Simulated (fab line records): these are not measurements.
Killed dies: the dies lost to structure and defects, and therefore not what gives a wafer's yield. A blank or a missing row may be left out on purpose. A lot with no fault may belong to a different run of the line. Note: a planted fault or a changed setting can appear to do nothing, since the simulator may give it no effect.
fab line records	flow berkeley-cmos170	part 1 of 2: steps 1 to 26 of 35
[record] lots = 5	wafers = 15	last-day = 10
route steps=331 shown NWELL@23 PWELL@34 WELLDRIVE@55
lots with no fault: from the same line, run without faults
start-h: start of the lot's first displayed wafer, in hours after the record's first day	wait-h: hours since the lot's step before	" unchanged from the row above	L1.1+2: several wafers, shown together as one row	- no value, or no start was given	* or withheld: withheld	< > ~ a bound
route shown NAME@n: a module of which the file shows steps, and the number in the route of the first	usual: mean and standard deviation over wafers with no fault	same: alike in all rows	chamber/n: place in a boat	sites: per-site readings	_std_site: their standard deviation	_edge_site: the outer-site mean with the inner-site mean subtracted	radius-mm: for every site, how far away it sits from the centre of the wafer	mask NAME#n: copy n	behind: the tool/chamber that last shaped the wafer	hold: the reason the lot was held/the length of the hold in hours/how it ended	device: transistor that didn't switch, given as n, p or np	end of line: the route-end tests of the same wafers	a step without rows: its recipe alone	killed: dies that structure and defects cost at the first sort, which is not the same as the wafer's yield	map: per-die view of a wafer (x killed, . not killed, _ where there is no die)
set.NAME: the setting that was run; set.NAME@STEP: the one run at that earlier step	model.NAME: the simulator's own value behind a step, which no gauge read
lots at some steps of the route; a table a step, a row a wafer
services: a tool's chamber out of use, with start hour (start-h, from the record's first day; less than 0 if before it), hours out, and reason
[[steps]]
[step UCB170_NWELL_EXPOSE_09]
[recipe] mask-id = NWELL	target-cd-nm = 3000	na = 0.5	sigma-outer = 0.6	source-shape = conventional	dose-mj = 25
lot.wafer	tool	chamber	start-h	wait-h	mask
L076.2+4+5	krf-scanner-01	0	36.16	0.2	NWELL#0
L079.2+5+6	krf-scanner-01	0	54.93	0.3	NWELL#0
L085.2+3+6	krf-scanner-01	0	93.20	0.1	NWELL#0
L088.1+4+6	krf-scanner-02	0	105.03	0.1	NWELL#0
L093.2+3+6	krf-scanner-02	0	120.30	0.4	NWELL#0
[step UCB170_NWELL_PEB_10]
[recipe] peb-temp-c = 130	peb-time-s = withheld	resist = KrF
lot.wafer	tool	chamber	start-h	wait-h
L076.2+4+5	litho-track-03	0	36.38	0.2
L079.2+5+6	litho-track-02	0	55.05	0.1
L085.2+3+6	litho-track-02	0	93.32	0.1
L088.1+4+6	litho-track-04	0	105.15	0.1
L093.2+3+6	litho-track-03	0	120.45	0.1
[step UCB170_NWELL_DEVELOP_11]
[recipe] developer = TMAH	develop-time-s = 45	resist = KrF	dev-temp-c = 21
[usual] developer-temp-C = 20.98/0.099
lot.wafer	tool	chamber	start-h	wait-h	developer-temp-C
L076.2	litho-track-03	0	-	-	20.87
L076.4	"	0	"	"	21.05
L076.5	"	0	"	"	21.03
L079.2	litho-track-02	0	-	-	20.99
L079.5	"	0	"	"	21.07
L079.6	"	0	"	"	20.90
L085.2	litho-track-02	0	-	-	21.02
L085.3	"	0	"	"	21.02
L085.6	"	0	"	"	20.87
L088.1	litho-track-04	0	-	-	21.00
L088.4	"	0	"	"	20.87
L088.6	"	0	"	"	20.96
L093.2	litho-track-03	0	-	-	20.87
L093.3	"	0	"	"	20.89
L093.6	"	0	"	"	20.76
[step UCB170_NWELL_OVL_MEAS_12]
[usual] NWELL_OVL = -4/5.7
lot.wafer	tool	chamber	start-h	wait-h	NWELL_OVL[nm]
L076.2	overlay-01	-	36.63	-	-1
L076.4	"	-	"	"	-7
L076.5	"	-	"	"	-13
L079.2	overlay-02	-	55.31	-	-10
L079.5	"	-	"	"	-10
L079.6	"	-	"	"	-5
L085.2	overlay-02	-	93.58	-	0
L085.3	"	-	"	"	-2
L085.6	"	-	"	"	1
L088.1	overlay-02	-	105.42	-	0
L088.4	"	-	"	"	5
L088.6	"	-	"	"	1
L093.2	overlay-02	-	120.70	-	1
L093.3	"	-	"	"	-3
L093.6	"	-	"	"	-3
[step UCB170_NWELL_ETCH_13]
[recipe] chemistry = CH3F/Ar/O2	target = Si3N4	stop-on = SiO2	CH3F_flow_sccm = 20	Ar_flow_sccm = 50	O2_flow_sccm = 7	pressure-mtorr = 50	rf-w = 450	target-depth-a = 2464	over-etch-frac = 0.1	time-s = 154
[usual] chamber-pressure-mTorr = 50.00/0.048	drypump-motor-current-A = 5.5/0.44	oes-product-au = 0.947/0.015	throttle-valve-pct = 7.99/0.12
lot.wafer	tool	chamber	start-h	wait-h	chamber-pressure-mTorr	drypump-motor-current-A	oes-product-au	rf-hours-counter-h	throttle-valve-pct
L076.2	rie-diel-03	3	36.66	0.0	49.97	5.6	0.944	2	7.83
L076.4	"	0	"	"	49.98	5.8	0.943	8	8.00
L076.5	"	1	"	"	50.02	5.4	0.956	-	8.17
L079.2	rie-diel-03	0	55.34	0.0	49.96	5.8	0.947	8	8.00
L079.5	"	0	"	"	49.92	5.8	0.949	-	8.00
L079.6	"	2	"	"	49.95	6.2	0.956	-	7.89
L085.2	rie-diel-01	2	93.61	0.0	49.99	5.1	0.962	153	8.18
L085.3	"	1	"	"	49.96	4.7	0.922	9	7.93
L085.6	"	1	"	"	50.02	4.6	0.925	-	7.93
L088.1	rie-diel-01	2	105.46	0.0	50.00	5.1	0.985	153	8.16
L088.4	"	0	"	"	50.04	5.6	0.951	135	8.03
L088.6	"	2	"	"	49.92	5.1	0.978	-	8.17
L093.2	rie-diel-01	1	120.73	0.0	49.93	4.6	0.932	10	7.92
L093.3	"	2	"	"	49.96	5.1	0.970	154	8.18
L093.6	"	3	"	"	49.93	6.0	0.931	-	7.80
[step UCB170_NWELL_IMPLANT_14]
[recipe] species = P	dose-cm2 = 1e+13	energy-kev = 150	tilt-deg = 7
lot.wafer	tool	chamber	start-h	wait-h
L076.2+4+5	implanter-02	0	36.79	0.1
L079.2+5+6	implanter-04	0	55.46	0.1
L085.2+3+6	implanter-03	0	93.74	0.1
L088.1+4+6	implanter-02	0	105.56	0.1
L093.2+3+6	implanter-03	0	120.86	0.1
[step UCB170_NWELL_STRIP_15]
[recipe] chemistry = O2	power-w = 400	pressure-mtorr = 3500	platen-temp-c = withheld	o2-flow-sccm = 400	overash-fraction = 0.5
[usual] chamber-pressure-mTorr = 3500/3.1	drypump-motor-current-A = 5.5/0.45	oes-product-au = 0.721/0.0047	strip-time-to-endpoint-s = 18.02/0.075
lot.wafer	tool	chamber	start-h	wait-h	chamber-pressure-mTorr	drypump-motor-current-A	oes-product-au	rf-hours-counter-h	strip-time-to-endpoint-s
L076.2	plasma-asher-04	1	36.91	0.1	3498	6.2	0.717	30	18.10
L076.4	"	1	"	"	3504	6.2	0.726	-	18.03
L076.5	"	1	"	"	3499	6.2	0.732	-	18.05
L079.2	plasma-asher-03	0	55.59	0.1	3500	5.2	0.723	29	18.00
L079.5	"	1	"	"	3498	5.4	0.715	-	18.04
L079.6	"	0	"	"	3496	5.1	0.722	-	18.16
L085.2	plasma-asher-02	0	93.86	0.1	3499	4.8	0.722	39	18.05
L085.3	"	1	"	"	3499	6.0	0.720	-	18.16
L085.6	"	1	"	"	3497	6.0	0.718	-	18.13
L088.1	plasma-asher-04	0	105.71	0.1	3500	5.4	0.717	37	18.01
L088.4	"	0	"	"	3503	5.4	0.721	-	17.96
L088.6	"	0	"	"	3507	5.4	0.717	-	17.95
L093.2	plasma-asher-03	0	120.99	0.1	3502	5.1	0.711	36	18.01
L093.3	"	1	"	"	3503	5.4	0.725	-	17.94
L093.6	"	1	"	"	3504	5.4	0.723	-	18.05
[step UCB170_NWELL_TW_MEAS_16]
[usual] NWELL_TW = 1243/8.6
lot.wafer	tool	chamber	start-h	wait-h	NWELL_TW
L076.2	film-metro-01	-	37.02	0.1	1240
L076.4	"	-	"	"	1243
L076.5	"	-	"	"	1249
L079.2	film-metro-04	-	55.70	0.1	1241
L079.5	"	-	"	"	1243
L079.6	"	-	"	"	1240
L085.2	film-metro-01	-	93.97	0.1	1252
L085.3	"	-	"	"	1250
L085.6	"	-	"	"	1253
L088.1	film-metro-03	-	105.81	0.1	1235
L088.4	"	-	"	"	1237
L088.6	"	-	"	"	1232
L093.2	film-metro-04	-	121.10	0.1	1253
L093.3	"	-	"	"	1252
L093.6	"	-	"	"	1252
[step UCB170_NWELL_CLEAN_17]
[recipe] chemistry = SPM	temp-c = 120	time-s = 600
[usual] bath-heat-duty-pct = 12.5/1	temp-c = 120.00/0.15
lot.wafer	tool	chamber	start-h	wait-h	bath-heat-duty-pct	temp-c
L076.2	wet-bench-04	0	39.57	2.5	13.5	119.94
L076.4	"	0	"	"	12.1	119.83
L076.5	"	0	"	"	12.9	119.86
L079.2	wet-bench-04	1	58.96	3.3	11.6	120.08
L079.5	"	1	"	"	11.7	120.07
L079.6	"	1	"	"	11.4	120.20
L085.2	wet-bench-04	3	95.14	1.2	11.6	120.26
L085.3	"	3	"	"	12.2	120.12
L085.6	"	3	"	"	12.1	120.32
L088.1	wet-bench-04	2	105.87	0.1	13.9	119.87
L088.4	"	2	"	"	13.5	119.86
L088.6	"	2	"	"	13.8	120.03
L093.2	wet-bench-04	0	121.15	0.0	13.1	119.84
L093.3	"	0	"	"	12.7	119.71
L093.6	"	0	"	"	13.1	119.78
[step UCB170_NWELL_WET_ETCH_18]
[recipe] chemistry = H3PO4	target = Si3N4	temp-c = 160	time-s = 14400
[usual] bath-heat-duty-pct = 26.2/3	temp-c = 159.99/0.15
lot.wafer	tool	chamber	start-h	wait-h	bath-heat-duty-pct	temp-c
L076.2	wet-bench-04	3	40.46	0.7	23.7	159.83
L076.4	"	3	"	"	23.3	159.82
L076.5	"	3	"	"	22.5	159.92
L079.2	wet-bench-04	0	59.39	0.3	25.4	160.22
L079.5	"	0	"	"	25.3	159.89
L079.6	"	0	"	"	26.3	159.89
L085.2	wet-bench-02	1	95.63	0.3	25.5	160.08
L085.3	"	1	"	"	24.3	159.85
L085.6	"	1	"	"	27.5	160.02
L088.1	wet-bench-04	0	106.22	0.2	24.3	159.98
L088.4	"	0	"	"	24.9	160.09
L088.6	"	0	"	"	26.6	159.97
L093.2	wet-bench-04	2	121.32	0.0	29.1	159.81
L093.3	"	2	"	"	27.9	160.00
L093.6	"	2	"	"	28.3	160.07
[step UCB170_NWELL_WET_ETCH_19]
[recipe] chemistry = BOE	dilution = 5:1	target = SiO2	temp-c = 25	time-s = 22
[usual] bath-heat-duty-pct = 6.1/0.75	temp-c = 25.02/0.11
lot.wafer	tool	chamber	start-h	wait-h	bath-heat-duty-pct	temp-c
L076.2	wet-bench-02	0	44.49	0.0	5.5	25.05
L076.4	"	0	"	"	5.1	24.94
L076.5	"	0	"	"	4.9	25.19
L079.2	wet-bench-02	0	63.40	0.0	4.7	24.66
L079.5	"	0	"	"	4.6	24.84
L079.6	"	0	"	"	5.1	24.97
L085.2	wet-bench-02	2	99.64	0.0	7.0	24.90
L085.3	"	2	"	"	7.3	25.02
L085.6	"	2	"	"	6.4	25.05
L088.1	wet-bench-04	1	110.41	0.2	5.9	25.00
L088.4	"	1	"	"	5.5	25.11
L088.6	"	1	"	"	5.9	24.85
L093.2	wet-bench-03	1	125.33	0.0	6.0	25.04
L093.3	"	1	"	"	5.8	25.01
L093.6	"	1	"	"	5.7	25.12
[step UCB170_PWELL_CLEAN_00]
[recipe] chemistry = SPM	temp-c = 120	time-s = 600
[usual] bath-heat-duty-pct = 13.3/1.4	temp-c = 120.00/0.15
lot.wafer	tool	chamber	start-h	wait-h	bath-heat-duty-pct	temp-c
L076.2	wet-bench-02	1	44.85	0.3	13.5	119.80
L076.4	"	1	"	"	12.9	119.87
L076.5	"	1	"	"	13.5	119.77
L079.2	wet-bench-04	0	63.41	0.0	12.1	120.20
L079.5	"	0	"	"	12.5	120.03
L079.6	"	0	"	"	11.8	120.02
L085.2	wet-bench-02	2	99.66	0.0	15.3	120.03
L085.3	"	2	"	"	16.4	119.98
L085.6	"	2	"	"	14.6	120.07
L088.1	wet-bench-04	3	110.59	0.2	13.4	120.14
L088.4	"	3	"	"	11.6	120.05
L088.6	"	3	"	"	11.2	120.21
L093.2	wet-bench-04	2	125.34	0.0	13.7	120.10
L093.3	"	2	"	"	14.5	119.79
L093.6	"	2	"	"	14.1	120.10
[step UCB170_PWELL_CLEAN_01]
[recipe] chemistry = dHF	dilution = 25:1	time-s = 60
lot.wafer	tool	chamber	start-h	wait-h
L076.2+4+5	wet-bench-02	2	45.26	0.2
L079.2+5+6	wet-bench-02	1	63.59	0.0
L085.2+3+6	wet-bench-02	2	99.83	0.0
L088.1+4+6	wet-bench-04	0	110.98	0.2
L093.2+3+6	wet-bench-03	2	125.52	0.0
[step UCB170_PWELL_OXIDATION_02]
[recipe] temp-c = 1000	ambient = O2	target-thk-a = 264	ox-time-s = 1260
[usual] spike-tc-centre-C = 1001.9/1.2	zone-power-source-pct = 36.6/2.3
[same] ox-time-s = 1260
lot.wafer	tool	chamber	start-h	wait-h	spike-tc-centre-C	zone-power-source-pct
L076.2	furnace-02	0	47.19	1.9	1002.0	37.9
L076.4	"	0	"	"	1003.4	38.3
L076.5	"	0	"	"	1002.8	38.4
L079.2	furnace-02	0	66.83	3.2	1002.0	38.2
L079.5	"	0	"	"	1003.3	38.5
L079.6	"	0	"	"	1003.3	38.8
L085.2	furnace-01	0	103.41	3.6	1001.2	37.0
L085.3	"	0	"	"	1001.8	37.0
L085.6	"	0	"	"	1001.6	37.3
L088.1	furnace-04	0	111.38	0.4	999.4	33.2
L088.4	"	0	"	"	1002.0	33.4
L088.6	"	0	"	"	1001.5	33.7
L093.2	furnace-01	0	128.94	3.4	1002.6	37.4
L093.3	"	0	"	"	1003.1	37.0
L093.6	"	0	"	"	1002.4	36.9
[step UCB170_PWELL_THK_MEAS_03]
[recipe] reads = SiO2_of_PWELL_OXIDATION_02
[usual] PWELL_OXIDE_THK = 26.7/0.45
lot.wafer	tool	chamber	start-h	wait-h	PWELL_OXIDE_THK[nm]
L076.2	film-metro-02	-	48.55	0.0	26.2
L076.4	"	-	"	"	26.2
L076.5	"	-	"	"	26.2
L079.2	film-metro-01	-	68.19	0.0	26.8
L079.5	"	-	"	"	27.3
L079.6	"	-	"	"	27.2
L085.2	film-metro-02	-	104.77	0.0	26.9
L085.3	"	-	"	"	26.8
L085.6	"	-	"	"	26.5
L088.1	film-metro-04	-	112.73	0.0	26.4
L088.4	"	-	"	"	26.3
L088.6	"	-	"	"	26.2
L093.2	film-metro-04	-	130.30	0.0	26.7
L093.3	"	-	"	"	26.3
L093.6	"	-	"	"	25.8
[step UCB170_PWELL_ANNEAL_04]
[recipe] temp-c = 1000	time-s = 900	ambient = N2
[usual] spike-tc-centre-C = 1001.9/1.1	zone-power-source-pct = 36.0/2.4
lot.wafer	tool	chamber	start-h	wait-h	spike-tc-centre-C	zone-power-source-pct
L076.2	furnace-04	0	50.09	1.5	1002.2	33.2
L076.4	"	0	"	"	1000.7	32.9
L076.5	"	0	"	"	1003.7	33.0
L079.2	furnace-04	0	73.61	5.4	1001.4	33.3
L079.5	"	0	"	"	1001.3	33.1
L079.6	"	0	"	"	1001.0	33.4
L085.2	furnace-04	0	107.38	2.6	1000.1	32.7
L085.3	"	0	"	"	1000.7	32.8
L085.6	"	0	"	"	1003.0	33.6
L088.1	furnace-04	0	114.08	1.3	1000.0	33.0
L088.4	"	0	"	"	1002.2	33.4
L088.6	"	0	"	"	1002.2	33.4
L093.2	furnace-01	0	131.54	1.2	1003.6	36.8
L093.3	"	0	"	"	1002.0	37.0
L093.6	"	0	"	"	1000.9	36.5
[step UCB170_PWELL_CVD_05]
[recipe] material = Si3N4	target-thk-nm = 220	temp-c = 800	precursor = SiH2Cl2/NH3	time-s = 3300	pressure-mtorr = 200	sih2cl2-flow-sccm = 25	nh3-flow-sccm = 75
[usual] pressure-mtorr = 200.0/0.38	spike-tc-centre-C = 803.0/1.1	zone-power-source-pct = 20.7/0.61
lot.wafer	tool	chamber	start-h	wait-h	pressure-mtorr	spike-tc-centre-C	zone-power-source-pct
L076.2	lpcvd-02	1	51.34	0.0	200.3	804.2	19.4
L076.4	"	1	"	"	200.1	801.1	20.0
L076.5	"	1	"	"	199.3	803.2	20.0
L079.2	lpcvd-02	1	74.86	0.0	200.0	801.5	20.0
L079.5	"	1	"	"	199.6	802.7	20.1
L079.6	"	1	"	"	199.9	802.2	19.7
L085.2	lpcvd-02	0	108.63	0.0	199.7	802.2	21.6
L085.3	"	0	"	"	200.2	803.7	20.7
L085.6	"	0	"	"	199.9	804.2	21.3
L088.1	lpcvd-02	1	115.33	0.0	200.2	804.1	19.7
L088.4	"	1	"	"	200.3	804.5	19.9
L088.6	"	1	"	"	200.6	802.7	19.5
L093.2	lpcvd-01	1	132.79	0.0	200.3	803.5	20.4
L093.3	"	1	"	"	200.4	803.8	20.4
L093.6	"	1	"	"	199.7	802.9	20.6
[step UCB170_PWELL_THK_MEAS_06]
[recipe] reads = Si3N4_of_PWELL_CVD_05
[usual] PWELL_NITRIDE_THK = 220.9/2
lot.wafer	tool	chamber	start-h	wait-h	PWELL_NITRIDE_THK[nm]
L076.2	film-metro-02	-	53.27	0.0	219.2
L076.4	"	-	"	"	221.4
L076.5	"	-	"	"	219.2
L079.2	film-metro-01	-	76.79	0.0	219.9
L079.5	"	-	"	"	219.8
L079.6	"	-	"	"	220.5
L085.2	film-metro-02	-	110.56	0.0	221.5
L085.3	"	-	"	"	220.1
L085.6	"	-	"	"	222.4
L088.1	film-metro-01	-	117.25	0.0	221.6
L088.4	"	-	"	"	223.6
L088.6	"	-	"	"	221.4
L093.2	film-metro-02	-	134.72	0.0	219.8
L093.3	"	-	"	"	220.8
L093.6	"	-	"	"	222.7
[step UCB170_PWELL_HMDS_07]
[recipe] prime-time-s = 60	prime-temp-c = 100
lot.wafer	tool	chamber	start-h	wait-h
L076.2+4+5	litho-track-03	0	53.34	0.1
L079.2+5+6	litho-track-02	0	76.91	0.1
L085.2+3+6	litho-track-02	0	111.02	0.5
L088.1+4+6	litho-track-01	0	117.54	0.3
L093.2+3+6	litho-track-02	0	134.79	0.1
[step UCB170_PWELL_COAT_08]
[recipe] resist = KrF	spin-rpm = 1500	resist-thk-nm = 900
[usual] spin-speed-rpm = 1500.0/1.1
lot.wafer	tool	chamber	start-h	wait-h	spin-speed-rpm
L076.2	litho-track-03	0	53.49	0.1	1500.7
L076.4	"	0	"	"	1500.1
L076.5	"	0	"	"	1501.1
L079.2	litho-track-02	0	77.06	0.1	1501.7
L079.5	"	0	"	"	1498.5
L079.6	"	0	"	"	1498.9
L085.2	litho-track-02	0	111.17	0.1	1501.7
L085.3	"	0	"	"	1500.3
L085.6	"	0	"	"	1498.4
L088.1	litho-track-01	0	117.69	0.1	1502.2
L088.4	"	0	"	"	1501.6
L088.6	"	0	"	"	1499.6
L093.2	litho-track-02	0	134.94	0.1	1498.2
L093.3	"	0	"	"	1498.4
L093.6	"	0	"	"	1499.5
[step UCB170_PWELL_SOFTBAKE_09]
[recipe] resist = KrF	temp-c = 130	time-s = 60
lot.wafer	tool	chamber	start-h	wait-h
L076.2+4+5	litho-track-03	0	53.64	0.1
L079.2+5+6	litho-track-02	0	77.21	0.1
L085.2+3+6	litho-track-02	0	111.32	0.1
L088.1+4+6	litho-track-01	0	117.84	0.1
L093.2+3+6	litho-track-02	0	135.09	0.1
[step UCB170_PWELL_EXPOSE_10]
[recipe] mask-id = PWELL	target-cd-nm = 3000	na = 0.5	sigma-outer = 0.6	source-shape = conventional	dose-mj = 19
lot.wafer	tool	chamber	start-h	wait-h	mask
L076.2+4+5	krf-scanner-02	0	54.03	0.4	PWELL#0
L079.2+5+6	krf-scanner-02	0	77.55	0.3	PWELL#0
L085.2+3+6	krf-scanner-01	0	111.59	0.2	PWELL#0
L088.1+4+6	krf-scanner-01	0	118.12	0.2	PWELL#0
L093.2+3+6	krf-scanner-01	0	135.24	0.1	PWELL#0
[step UCB170_PWELL_PEB_11]
[recipe] peb-temp-c = 130	peb-time-s = withheld	resist = KrF
lot.wafer	tool	chamber	start-h	wait-h
L076.2+4+5	litho-track-01	0	54.27	0.2
L079.2+5+6	litho-track-01	0	77.67	0.1
L085.2+3+6	litho-track-02	0	112.02	0.4
L088.1+4+6	litho-track-03	0	118.52	0.4
L093.2+3+6	litho-track-01	0	135.79	0.5
[step UCB170_PWELL_DEVELOP_12]
[recipe] developer = TMAH	develop-time-s = 45	resist = KrF	dev-temp-c = 21
[usual] developer-temp-C = 21.00/0.12
lot.wafer	tool	chamber	start-h	wait-h	developer-temp-C
L076.2	litho-track-01	0	-	-	21.11
L076.4	"	0	"	"	21.23
L076.5	"	0	"	"	21.04
L079.2	litho-track-01	0	-	-	20.83
L079.5	"	0	"	"	20.81
L079.6	"	0	"	"	21.07
L085.2	litho-track-02	0	-	-	21.09
L085.3	"	0	"	"	21.11
L085.6	"	0	"	"	21.01
L088.1	litho-track-03	0	-	-	21.07
L088.4	"	0	"	"	21.00
L088.6	"	0	"	"	21.05
L093.2	litho-track-01	0	-	-	20.78
L093.3	"	0	"	"	20.93
L093.6	"	0	"	"	21.07
[step UCB170_PWELL_OVL_MEAS_13]
[usual] PWELL_OVL = -1/4.6
lot.wafer	tool	chamber	start-h	wait-h	PWELL_OVL[nm]
L076.2	overlay-01	-	54.52	-	-8
L076.4	"	-	"	"	4
L076.5	"	-	"	"	-4
L079.2	overlay-02	-	77.93	-	-1
L079.5	"	-	"	"	3
L079.6	"	-	"	"	1
L085.2	overlay-01	-	112.28	-	8
L085.3	"	-	"	"	6
L085.6	"	-	"	"	1
L088.1	overlay-02	-	118.80	-	-3
L088.4	"	-	"	"	-1
L088.6	"	-	"	"	-4
L093.2	overlay-02	-	136.05	-	3
L093.3	"	-	"	"	3
L093.6	"	-	"	"	10
[step UCB170_PWELL_ETCH_14]
[recipe] chemistry = CH3F/Ar/O2	target = Si3N4	stop-on = SiO2	CH3F_flow_sccm = 20	Ar_flow_sccm = 50	O2_flow_sccm = 7	pressure-mtorr = 50	rf-w = 450	target-depth-a = 2420	over-etch-frac = 0.1	time-s = 151
[usual] chamber-pressure-mTorr = 50.00/0.044	drypump-motor-current-A = 5.6/0.59	oes-product-au = 0.946/0.014	throttle-valve-pct = 8.03/0.11
lot.wafer	tool	chamber	start-h	wait-h	chamber-pressure-mTorr	drypump-motor-current-A	oes-product-au	rf-hours-counter-h	throttle-valve-pct
L076.2	rie-diel-01	3	54.55	0.0	50.04	6.1	0.915	0	7.79
L076.4	"	0	"	"	49.96	5.5	0.940	133	8.02
L076.5	"	3	"	"	49.97	6.0	0.922	-	7.80
L079.2	rie-diel-04	3	77.96	0.0	49.92	4.8	0.932	25	7.96
L079.5	"	3	"	"	49.92	4.8	0.937	-	7.98
L079.6	"	2	"	"	50.04	5.7	0.972	-	8.08
L085.2	rie-diel-01	1	112.31	0.0	49.94	4.7	0.932	10	7.94
L085.3	"	3	"	"	50.01	6.0	0.927	3	7.80
L085.6	"	0	"	"	50.00	5.6	0.947	-	8.04
L088.1	rie-diel-02	2	118.83	0.0	50.04	6.3	0.952	146	8.03
L088.4	"	0	"	"	49.98	6.2	0.953	28	8.22
L088.6	"	1	"	"	49.83	4.7	0.935	-	8.01
L093.2	rie-diel-01	0	136.08	0.0	50.02	5.5	0.948	137	8.03
L093.3	"	1	"	"	49.93	4.6	0.934	11	7.93
L093.6	"	2	"	"	50.01	5.1	0.977	-	8.16
